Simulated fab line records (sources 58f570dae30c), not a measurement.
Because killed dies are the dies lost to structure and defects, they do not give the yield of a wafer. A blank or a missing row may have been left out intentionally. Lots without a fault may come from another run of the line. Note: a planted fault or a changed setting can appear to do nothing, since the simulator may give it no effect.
fab line records	flow berkeleyCmos170	part 1 of 2: steps 1 to 27 of 38
record lots=5	wafers=15	lastDay=10
route steps=331 shown NWELL@30 PWELL@34 WELLDRIVE@55 ACTIVE@60
lots with no fault: from the same line, run without faults
startH: the number of hours between the record's first day and the start of the first shown wafer of the lot	waitH: hours since the lot's step before	" same as the row above	L1.1+2: a row that stands for several wafers	- no value, or no start given	* or withheld: withheld	< > ~ a bound
route shown NAME@n: names a module that has steps shown in the file, with the first one's number in the route	usual: average and standard deviation across the fault-free wafers	same: alike in all rows	chamber/n: place in a boat	sites: each site's reading	_std_site: standard deviation of those values	_edge_site: the outer-site mean with the inner-site mean subtracted	radiusMm: how far each site lies from the wafer's centre	mask NAME#n: copy n	behind: the tool/chamber that last shaped the wafer	hold: the reason the lot was held/the length of the hold in hours/how it ended	device: the n, p or np transistor that did not switch	end of line: tests run on the same wafers once the route is complete	where a step has no rows: the recipe by itself	killed: the dies lost at the first sort to structure and to defects; this is not the yield of the wafer	map: dies across one wafer; x = killed, . = not, _ = none there
set.NAME: setting as actually run; set.NAME@STEP: the setting as run at that earlier step	model.NAME: the simulator's own value behind a step, which no gauge read
a table for each step, a row for each wafer; lots at some steps of the route
services: from which hour (startH, from the record's first day; less than 0 if before it) a tool's chamber was out of use, for how many hours, and why
## steps
# step UCB170_NWELL_TW_MEAS_16
# usual NWELL_TW=1244/10
lot.wafer	tool	chamber	startH	waitH	NWELL_TW
L075.1	filmMetro-03	-	43.69	0.1	1258
L075.2	"	-	"	"	1258
L075.4	"	-	"	"	1261
L076.1	filmMetro-04	-	43.93	0.1	1244
L076.4	"	-	"	"	1249
L076.5	"	-	"	"	1249
L080.4	filmMetro-01	-	64.12	0.1	1231
L080.5	"	-	"	"	1237
L080.6	"	-	"	"	1235
L085.1	filmMetro-04	-	82.58	0.1	1244
L085.2	"	-	"	"	1243
L085.3	"	-	"	"	1243
L089.1	filmMetro-01	-	105.47	0.1	1222
L089.2	"	-	"	"	1221
L089.5	"	-	"	"	1225
# step UCB170_NWELL_CLEAN_17
# recipe chemistry=SPM	tempC=120	timeS=600
# usual bathGuardTempC=120.3/0.65
lot.wafer	tool	chamber	startH	waitH	bathGuardTempC
L075.1	wetBench-04	3	43.75	0.1	121.1
L075.2	"	3	"	"	121.1
L075.4	"	3	"	"	121.3
L076.1	wetBench-01	0	43.99	0.1	119.7
L076.4	"	0	"	"	119.9
L076.5	"	0	"	"	119.8
L080.4	wetBench-01	2	64.21	0.1	120.3
L080.5	"	2	"	"	120.2
L080.6	"	2	"	"	119.8
L085.1	wetBench-01	2	82.64	0.1	120.2
L085.2	"	2	"	"	119.9
L085.3	"	2	"	"	120.0
L089.1	wetBench-04	1	105.53	0.1	120.2
L089.2	"	1	"	"	119.9
L089.5	"	1	"	"	120.5
# step UCB170_NWELL_WET_ETCH_18
# recipe chemistry=H3PO4	target=Si3N4	tempC=160	timeS=14400
# usual bathGuardTempC=160.2/0.73
lot.wafer	tool	chamber	startH	waitH	bathGuardTempC
L075.1	wetBench-02	2	43.92	0.0	159.8
L075.2	"	2	"	"	160.5
L075.4	"	2	"	"	159.8
L076.1	wetBench-04	0	44.20	0.0	159.3
L076.4	"	0	"	"	159.5
L076.5	"	0	"	"	159.2
L080.4	wetBench-04	3	67.95	3.6	161.4
L080.5	"	3	"	"	161.2
L080.6	"	3	"	"	161.3
L085.1	wetBench-01	3	82.81	0.0	159.9
L085.2	"	3	"	"	160.1
L085.3	"	3	"	"	160.2
L089.1	wetBench-04	3	105.88	0.2	161.0
L089.2	"	3	"	"	161.3
L089.5	"	3	"	"	161.2
# step UCB170_NWELL_WET_ETCH_19
# recipe chemistry=BOE	dilution=5:1	target=SiO2	tempC=25	timeS=22
lot.wafer	tool	chamber	startH	waitH
L075.1+2+4	wetBench-01	0	47.94	0.0
L076.1+4+5	wetBench-01	0	48.21	0.0
L080.4+5+6	wetBench-04	2	72.37	0.4
L085.1+2+3	wetBench-01	1	87.61	0.8
L089.1+2+5	wetBench-02	3	111.95	2.1
# step UCB170_PWELL_CLEAN_00
# recipe chemistry=SPM	tempC=120	timeS=600
# usual bathGuardTempC=120.3/0.63
lot.wafer	tool	chamber	startH	waitH	bathGuardTempC
L075.1	wetBench-01	0	47.96	0.0	120.3
L075.2	"	0	"	"	120.2
L075.4	"	0	"	"	120.1
L076.1	wetBench-02	3	48.22	0.0	120.4
L076.4	"	3	"	"	120.3
L076.5	"	3	"	"	120.6
L080.4	wetBench-04	3	72.56	0.2	121.3
L080.5	"	3	"	"	121.5
L080.6	"	3	"	"	121.2
L085.1	wetBench-01	2	87.62	0.0	119.7
L085.2	"	2	"	"	120.4
L085.3	"	2	"	"	120.1
L089.1	wetBench-02	0	112.21	0.2	120.6
L089.2	"	0	"	"	121.0
L089.5	"	0	"	"	121.1
# step UCB170_PWELL_CLEAN_01
# recipe chemistry=dHF	dilution=25:1	timeS=60
lot.wafer	tool	chamber	startH	waitH
L075.1+2+4	wetBench-02	2	48.13	0.0
L076.1+4+5	wetBench-04	2	48.40	0.0
L080.4+5+6	wetBench-01	1	73.23	0.5
L085.1+2+3	wetBench-01	1	87.80	0.0
L089.1+2+5	wetBench-01	2	113.79	1.4
# step UCB170_PWELL_OXIDATION_02
# recipe tempC=1000	ambient=O2	targetThkA=264	oxTimeS=1260
# usual tubeCenterTempC=1000/0.084	zonePowerCentrePct=47.6/1.1
lot.wafer	tool	chamber	startH	waitH	tubeCenterTempC	zonePowerCentrePct
L075.1	furnace-03	0	55.31	7.2	999.98	46.6
L075.2	"	0	"	"	999.82	46.8
L075.4	"	0	"	"	1000	46.7
L076.1	furnace-03	0	55.31	6.9	999.82	46.7
L076.4	"	0	"	"	1000	46.9
L076.5	"	0	"	"	999.97	46.9
L080.4	furnace-04	0	74.37	1.1	1000	48.9
L080.5	"	0	"	"	1000	50.0
L080.6	"	0	"	"	1000.1	49.5
L085.1	furnace-03	0	89.65	1.8	999.92	47.6
L085.2	"	0	"	"	1000.1	46.9
L085.3	"	0	"	"	1000	47.4
L089.1	furnace-03	0	116.06	2.2	999.96	46.9
L089.2	"	0	"	"	999.96	46.5
L089.5	"	0	"	"	1000.1	48.0
# step UCB170_PWELL_THK_MEAS_03
# recipe reads=SiO2_of_PWELL_OXIDATION_02
# usual PWELL_OXIDE_THK=26.5/0.46
lot.wafer	tool	chamber	startH	waitH	PWELL_OXIDE_THK[nm]
L075.1	filmMetro-02	-	56.66	0.0	26.0
L075.2	"	-	"	"	25.5
L075.4	"	-	"	"	25.1
L076.1	filmMetro-04	-	56.66	0.0	26.4
L076.4	"	-	"	"	26.4
L076.5	"	-	"	"	26.5
L080.4	filmMetro-01	-	75.75	0.0	26.6
L080.5	"	-	"	"	26.8
L080.6	"	-	"	"	26.6
L085.1	filmMetro-01	-	91.00	0.0	26.2
L085.2	"	-	"	"	26.7
L085.3	"	-	"	"	26.8
L089.1	filmMetro-01	-	117.41	0.0	26.1
L089.2	"	-	"	"	25.8
L089.5	"	-	"	"	26.0
# step UCB170_PWELL_ANNEAL_04
# recipe tempC=1000	timeS=900	ambient=N2
# usual tubeCenterTempC=1000/0.079	zonePowerCentrePct=48.3/1.2
lot.wafer	tool	chamber	startH	waitH	tubeCenterTempC	zonePowerCentrePct
L075.1	furnace-04	0	59.45	2.8	999.93	48.9
L075.2	"	0	"	"	1000	49.0
L075.4	"	0	"	"	999.92	48.3
L076.1	furnace-04	0	59.45	2.8	1000.1	49.9
L076.4	"	0	"	"	999.83	49.5
L076.5	"	0	"	"	999.96	49.1
L080.4	furnace-01	0	79.10	3.3	1000.1	47.1
L080.5	"	0	"	"	999.97	47.6
L080.6	"	0	"	"	999.97	46.7
L085.1	furnace-01	0	94.13	3.1	999.91	47.2
L085.2	"	0	"	"	1000	47.8
L085.3	"	0	"	"	999.99	47.1
L089.1	furnace-03	0	120.43	3.0	1000.1	47.6
L089.2	"	0	"	"	999.98	47.5
L089.5	"	0	"	"	1000	47.3
# step UCB170_PWELL_CVD_05
# recipe material=Si3N4	targetThkNm=220	tempC=800	precursor=SiH2Cl2/NH3	timeS=3300	pressureMtorr=200	sih2cl2FlowSccm=25	nh3FlowSccm=75
# usual zonePowerCentrePct=39.7/2.8
lot.wafer	tool	chamber	startH	waitH	zonePowerCentrePct
L075.1	lpcvd-02	0	60.70	0.0	44.1
L075.2	"	0	"	"	43.3
L075.4	"	0	"	"	43.8
L076.1	lpcvd-02	1	60.70	0.0	37.6
L076.4	"	1	"	"	36.8
L076.5	"	1	"	"	38.0
L080.4	lpcvd-02	0	80.35	0.0	44.1
L080.5	"	0	"	"	43.5
L080.6	"	0	"	"	43.2
L085.1	lpcvd-02	1	95.38	0.0	37.5
L085.2	"	1	"	"	37.6
L085.3	"	1	"	"	37.4
L089.1	lpcvd-01	1	121.68	0.0	40.8
L089.2	"	1	"	"	40.7
L089.5	"	1	"	"	40.1
# step UCB170_PWELL_THK_MEAS_06
# recipe reads=Si3N4_of_PWELL_CVD_05
# usual PWELL_NITRIDE_THK=220.1/2.1
lot.wafer	tool	chamber	startH	waitH	PWELL_NITRIDE_THK[nm]
L075.1	filmMetro-04	-	62.62	0.0	219.0
L075.2	"	-	"	"	219.7
L075.4	"	-	"	"	220.1
L076.1	filmMetro-01	-	62.62	0.0	219.0
L076.4	"	-	"	"	217.4
L076.5	"	-	"	"	218.3
L080.4	filmMetro-02	-	82.30	0.0	220.0
L080.5	"	-	"	"	220.4
L080.6	"	-	"	"	220.8
L085.1	filmMetro-04	-	97.30	0.0	220.0
L085.2	"	-	"	"	218.4
L085.3	"	-	"	"	217.0
L089.1	filmMetro-02	-	124.55	0.0	218.3
L089.2	"	-	"	"	218.6
L089.5	"	-	"	"	219.4
# step UCB170_PWELL_HMDS_07
# recipe primeTimeS=60	primeTempC=100
lot.wafer	tool	chamber	startH	waitH
L076.1+4+5	lithoTrack-03	0	62.97	0.3
L075.1+2+4	lithoTrack-01	0	63.01	0.4
L080.4+5+6	lithoTrack-01	0	82.40	0.1
L085.1+2+3	lithoTrack-03	0	98.07	0.8
L089.1+2+5	lithoTrack-03	0	124.93	0.4
# step UCB170_PWELL_COAT_08
# recipe resist=KrF	spinRpm=1500	resistThkNm=900
# usual dispensePressureKPa=49.1/0.59
lot.wafer	tool	chamber	startH	waitH	dispensePressureKPa
L076.1	lithoTrack-03	0	63.12	0.1	49.4
L076.4	"	0	"	"	49.4
L076.5	"	0	"	"	49.4
L075.1	lithoTrack-01	0	63.16	0.1	48.5
L075.2	"	0	"	"	48.5
L075.4	"	0	"	"	48.4
L080.4	lithoTrack-01	0	82.55	0.1	48.4
L080.5	"	0	"	"	48.4
L080.6	"	0	"	"	48.5
L085.1	lithoTrack-03	0	98.22	0.1	49.4
L085.2	"	0	"	"	49.4
L085.3	"	0	"	"	49.4
L089.1	lithoTrack-03	0	125.08	0.1	49.4
L089.2	"	0	"	"	49.4
L089.5	"	0	"	"	49.4
# step UCB170_PWELL_SOFTBAKE_09
# recipe resist=KrF	tempC=130	timeS=60
lot.wafer	tool	chamber	startH	waitH
L076.1+4+5	lithoTrack-03	0	63.27	0.1
L075.1+2+4	lithoTrack-01	0	63.31	0.1
L080.4+5+6	lithoTrack-01	0	82.70	0.1
L085.1+2+3	lithoTrack-03	0	98.37	0.1
L089.1+2+5	lithoTrack-03	0	125.23	0.1
# step UCB170_PWELL_EXPOSE_10
# recipe maskId=PWELL	targetCdNm=3000	na=0.5	sigmaOuter=0.6	sourceShape=conventional	doseMj=19
# usual stageVelMmS=499.98/0.24
lot.wafer	tool	chamber	startH	waitH	mask	stageVelMmS
L076.1	krfScanner-02	0	63.42	0.1	PWELL#0	499.98
L076.4	"	0	"	"	PWELL#0	500.31
L076.5	"	0	"	"	PWELL#0	500.31
L075.1	krfScanner-01	0	63.67	0.3	PWELL#0	499.80
L075.2	"	0	"	"	PWELL#0	500.03
L075.4	"	0	"	"	PWELL#0	499.79
L080.4	krfScanner-02	0	82.84	0.1	PWELL#0	500.23
L080.5	"	0	"	"	PWELL#0	499.73
L080.6	"	0	"	"	PWELL#0	499.71
L085.1	krfScanner-01	0	98.52	0.1	PWELL#0	499.87
L085.2	"	0	"	"	PWELL#0	499.95
L085.3	"	0	"	"	PWELL#0	499.66
L089.1	krfScanner-02	0	125.51	0.2	PWELL#0	499.83
L089.2	"	0	"	"	PWELL#0	499.95
L089.5	"	0	"	"	PWELL#0	500.05
# step UCB170_PWELL_PEB_11
# recipe pebTempC=130	pebTimeS=withheld	resist=KrF
lot.wafer	tool	chamber	startH	waitH
L076.1+4+5	lithoTrack-03	0	63.70	0.3
L075.1+2+4	lithoTrack-01	0	63.78	0.1
L080.4+5+6	lithoTrack-03	0	82.97	0.1
L085.1+2+3	lithoTrack-03	0	99.25	0.7
L089.1+2+5	lithoTrack-01	0	125.80	0.3
# step UCB170_PWELL_DEVELOP_12
# recipe developer=TMAH	developTimeS=45	resist=KrF	devTempC=21
lot.wafer	tool	chamber	startH	waitH
L076.1+4+5	lithoTrack-03	0	-	-
L075.1+2+4	lithoTrack-01	0	-	-
L080.4+5+6	lithoTrack-03	0	-	-
L085.1+2+3	lithoTrack-03	0	-	-
L089.1+2+5	lithoTrack-01	0	-	-
# step UCB170_PWELL_OVL_MEAS_13
# usual PWELL_OVL=2/5.9
lot.wafer	tool	chamber	startH	waitH	PWELL_OVL[nm]
L076.1	overlay-01	-	63.97	-	-2
L076.4	"	-	"	"	-4
L076.5	"	-	"	"	2
L075.1	overlay-02	-	64.06	-	9
L075.2	"	-	"	"	8
L075.4	"	-	"	"	7
L080.4	overlay-02	-	83.19	-	-2
L080.5	"	-	"	"	8
L080.6	"	-	"	"	6
L085.1	overlay-01	-	99.52	-	3
L085.2	"	-	"	"	-1
L085.3	"	-	"	"	3
L089.1	overlay-01	-	126.07	-	-7
L089.2	"	-	"	"	3
L089.5	"	-	"	"	-6
# step UCB170_PWELL_ETCH_14
# recipe chemistry=CH3F/Ar/O2	target=Si3N4	stopOn=SiO2	CH3F_flow_sccm=20	Ar_flow_sccm=50	O2_flow_sccm=7	pressureMtorr=50	rfW=450	targetDepthA=2420	overEtchFrac=0.1	timeS=151
# usual O2_flow_sccm=7.004/0.021	drypumpMotorCurrentA=5.6/0.39	oesProductAu=0.943/0.015	throttleValvePct=8.03/0.12
# same overEtchFrac=0.1
lot.wafer	tool	chamber	startH	waitH	O2_flow_sccm	drypumpMotorCurrentA	oesProductAu	rfHoursCounterH	throttleValvePct
L076.1	rieDiel-02	2	64.01	0.0	6.997	6.1	0.944	77	7.97
L076.4	"	3	"	"	7.013	5.3	0.950	84	8.19
L076.5	"	1	"	"	6.995	5.4	0.932	-	7.86
L075.1	rieDiel-03	1	64.09	0.0	6.997	5.7	0.919	111	7.96
L075.2	"	2	"	"	6.961	5.2	0.943	101	7.94
L075.4	"	3	"	"	6.998	5.1	0.952	104	8.27
L080.4	rieDiel-03	0	83.21	0.0	6.962	6.0	0.975	5	8.19
L080.5	"	1	"	"	6.980	5.7	0.924	-	7.98
L080.6	"	2	"	"	6.953	5.2	0.945	-	7.95
L085.1	rieDiel-02	3	99.56	0.0	6.993	5.4	0.950	86	8.18
L085.2	"	1	"	"	7.001	5.3	0.939	124	7.86
L085.3	"	0	"	"	7.015	5.4	0.933	162	7.94
L089.1	rieDiel-04	1	126.11	0.0	6.977	6.2	0.922	121	8.08
L089.2	"	0	"	"	7.002	4.9	0.941	11	8.01
L089.5	"	0	"	"	6.998	4.9	0.941	-	8.04
# step UCB170_PWELL_IMPLANT_15
# recipe species=B	doseCm2=5e+12	energyKev=60	tiltDeg=7
# usual endStationPressureTorr=5e-06/3.1e-07
lot.wafer	tool	chamber	startH	waitH	endStationPressureTorr
L076.1	implanter-03	0	64.11	0.1	5.4e-06
L076.4	"	0	"	"	5e-06
L076.5	"	0	"	"	5.1e-06
L075.1	implanter-04	0	64.20	0.1	5.1e-06
L075.2	"	0	"	"	4.9e-06
L075.4	"	0	"	"	5.1e-06
L080.4	implanter-03	0	83.38	0.1	5.2e-06
L080.5	"	0	"	"	5e-06
L080.6	"	0	"	"	5e-06
L085.1	implanter-02	0	99.66	0.1	5.3e-06
L085.2	"	0	"	"	5.2e-06
L085.3	"	0	"	"	5.1e-06
L089.1	implanter-02	0	126.21	0.1	5.3e-06
L089.2	"	0	"	"	5.2e-06
L089.5	"	0	"	"	5.2e-06
# step UCB170_PWELL_STRIP_16
# recipe chemistry=O2	powerW=400	pressureMtorr=3500	platenTempC=withheld	o2FlowSccm=400	overashFraction=0.5
# usual drypumpMotorCurrentA=5.8/0.31	o2FlowSccm=400.0/1.1	oesProductAu=0.721/0.0045	stripTimeToEndpointS=18.11/0.073
lot.wafer	tool	chamber	startH	waitH	drypumpMotorCurrentA	o2FlowSccm	oesProductAu	rfHoursCounterH	stripTimeToEndpointS
L076.1	plasmaAsher-04	0	64.26	0.1	5.4	398.0	0.723	34	18.09
L076.4	"	1	"	"	5.6	400.4	0.722	-	18.01
L076.5	"	1	"	"	5.6	398.6	0.726	-	17.98
L075.1	plasmaAsher-03	1	64.35	0.1	6.2	401.5	0.720	27	18.21
L075.2	"	0	"	"	5.7	399.5	0.724	27	18.28
L075.4	"	0	"	"	5.7	398.8	0.720	-	18.20
L080.4	plasmaAsher-02	1	83.49	0.1	5.5	400.3	0.720	-	18.08
L080.5	"	1	"	"	5.5	398.0	0.720	-	18.16
L080.6	"	0	"	"	5.6	399.8	0.729	-	18.16
L085.1	plasmaAsher-02	1	99.81	0.1	5.5	400.8	0.724	40	18.10
L085.2	"	0	"	"	5.6	399.6	0.717	40	18.16
L085.3	"	0	"	"	5.6	400.8	0.717	-	18.12
L089.1	plasmaAsher-03	1	126.36	0.1	6.2	399.9	0.710	35	18.05
L089.2	"	0	"	"	5.7	401.1	0.723	35	18.19
L089.5	"	1	"	"	6.2	399.8	0.729	-	18.19
# step UCB170_PWELL_TW_MEAS_17
# usual PWELL_TW=376/3.7
lot.wafer	tool	chamber	startH	waitH	PWELL_TW
L076.1	filmMetro-04	-	64.36	0.1	377
L076.4	"	-	"	"	378
L076.5	"	-	"	"	379
L075.1	filmMetro-01	-	64.45	0.1	376
L075.2	"	-	"	"	375
L075.4	"	-	"	"	374
L080.4	filmMetro-01	-	83.59	0.1	372
L080.5	"	-	"	"	374
L080.6	"	-	"	"	374
L085.1	filmMetro-02	-	99.91	0.1	384
L085.2	"	-	"	"	382
L085.3	"	-	"	"	382
L089.1	filmMetro-01	-	126.46	0.1	372
L089.2	"	-	"	"	371
L089.5	"	-	"	"	373
# step UCB170_PWELL_CLEAN_18
# recipe chemistry=SPM	tempC=120	timeS=600
# usual bathGuardTempC=120.3/0.56
lot.wafer	tool	chamber	startH	waitH	bathGuardTempC
L075.1	wetBench-01	3	68.40	3.9	119.9
L075.2	"	3	"	"	120.1
L075.4	"	3	"	"	119.9
L076.1	wetBench-01	0	68.40	4.0	120.1
L076.4	"	0	"	"	119.9
L076.5	"	0	"	"	119.8
L080.4	wetBench-02	0	84.54	0.9	120.9
L080.5	"	0	"	"	120.9
L080.6	"	0	"	"	120.8
L085.1	wetBench-04	3	99.97	0.1	121.2
L085.2	"	3	"	"	121.0
L085.3	"	3	"	"	121.5
L089.1	wetBench-02	1	128.62	2.2	120.1
L089.2	"	1	"	"	120.1
L089.5	"	1	"	"	120.4
# step UCB170_PWELL_WET_ETCH_19
# recipe chemistry=H3PO4	target=Si3N4	tempC=160	timeS=14400
# usual bathGuardTempC=160.1/0.45
lot.wafer	tool	chamber	startH	waitH	bathGuardTempC
L075.1	wetBench-01	1	69.15	0.6	160.4
L075.2	"	1	"	"	160.3
L075.4	"	1	"	"	160.2
L076.1	wetBench-01	0	69.15	0.6	160.0
L076.4	"	0	"	"	159.8
L076.5	"	0	"	"	160.0
L080.4	wetBench-02	2	85.01	0.3	160.1
L080.5	"	2	"	"	160.2
L080.6	"	2	"	"	159.7
L085.1	wetBench-01	3	100.16	0.0	160.3
L085.2	"	3	"	"	160.9
L085.3	"	3	"	"	160.1
L089.1	wetBench-02	3	128.81	0.0	160.1
L089.2	"	3	"	"	160.1
L089.5	"	3	"	"	160.5
# step UCB170_PWELL_WET_ETCH_20
# recipe chemistry=BOE	dilution=5:1	target=SiO2	tempC=25	timeS=22
lot.wafer	tool	chamber	startH	waitH
L075.1+2+4	wetBench-01	2	73.25	0.1
L076.1+4+5	wetBench-01	3	73.25	0.1
L080.4+5+6	wetBench-02	1	89.97	0.6
L085.1+2+3	wetBench-02	1	108.18	0.0
L089.1+2+5	wetBench-02	2	133.00	0.2
# step UCB170_WELLDRIVE_CLEAN_00
# recipe chemistry=SPM	tempC=120	timeS=600
# usual bathGuardTempC=120.1/0.55
lot.wafer	tool	chamber	startH	waitH	bathGuardTempC
L075.1	wetBench-01	3	73.33	0.1	119.9
L075.2	"	3	"	"	119.9
L075.4	"	3	"	"	119.9
L076.1	wetBench-01	2	73.33	0.1	120.0
L076.4	"	2	"	"	119.8
L076.5	"	2	"	"	119.7
L080.4	wetBench-04	0	92.84	2.9	119.3
L080.5	"	0	"	"	119.6
L080.6	"	0	"	"	119.4
L085.1	wetBench-01	1	108.19	0.0	120.1
L085.2	"	1	"	"	120.1
L085.3	"	1	"	"	119.9
L089.1	wetBench-02	2	133.01	0.0	119.6
L089.2	"	2	"	"	119.7
L089.5	"	2	"	"	119.9
# step UCB170_WELLDRIVE_OXIDATION_01
# recipe tempC=1100	ambient=O2	targetThkA=1990	oxTimeS=9000
# usual tubeCenterTempC=1100.0/0.11	zonePowerCentrePct=54.4/1.1
lot.wafer	tool	chamber	startH	waitH	tubeCenterTempC	zonePowerCentrePct
L075.1	furnace-02	0	75.38	1.9	1099.9	53.3
L075.2	"	0	"	"	1099.9	54.7
L075.4	"	0	"	"	1100.0	55.4
L076.1	furnace-02	0	75.38	1.9	1099.9	54.3
L076.4	"	0	"	"	1100.0	54.2
L076.5	"	0	"	"	1099.9	54.9
L080.4	furnace-03	0	95.00	2.0	1100.0	52.1
L080.5	"	0	"	"	1100.1	53.4
L080.6	"	0	"	"	1100.0	53.2
L085.1	furnace-02	0	109.74	1.4	1100.1	54.1
L085.2	"	0	"	"	1100.0	55.8
L085.3	"	0	"	"	1100.1	53.7
L089.1	furnace-04	0	134.50	1.3	1100.0	54.4
L089.2	"	0	"	"	1100.1	54.5
L089.5	"	0	"	"	1100.1	56.1
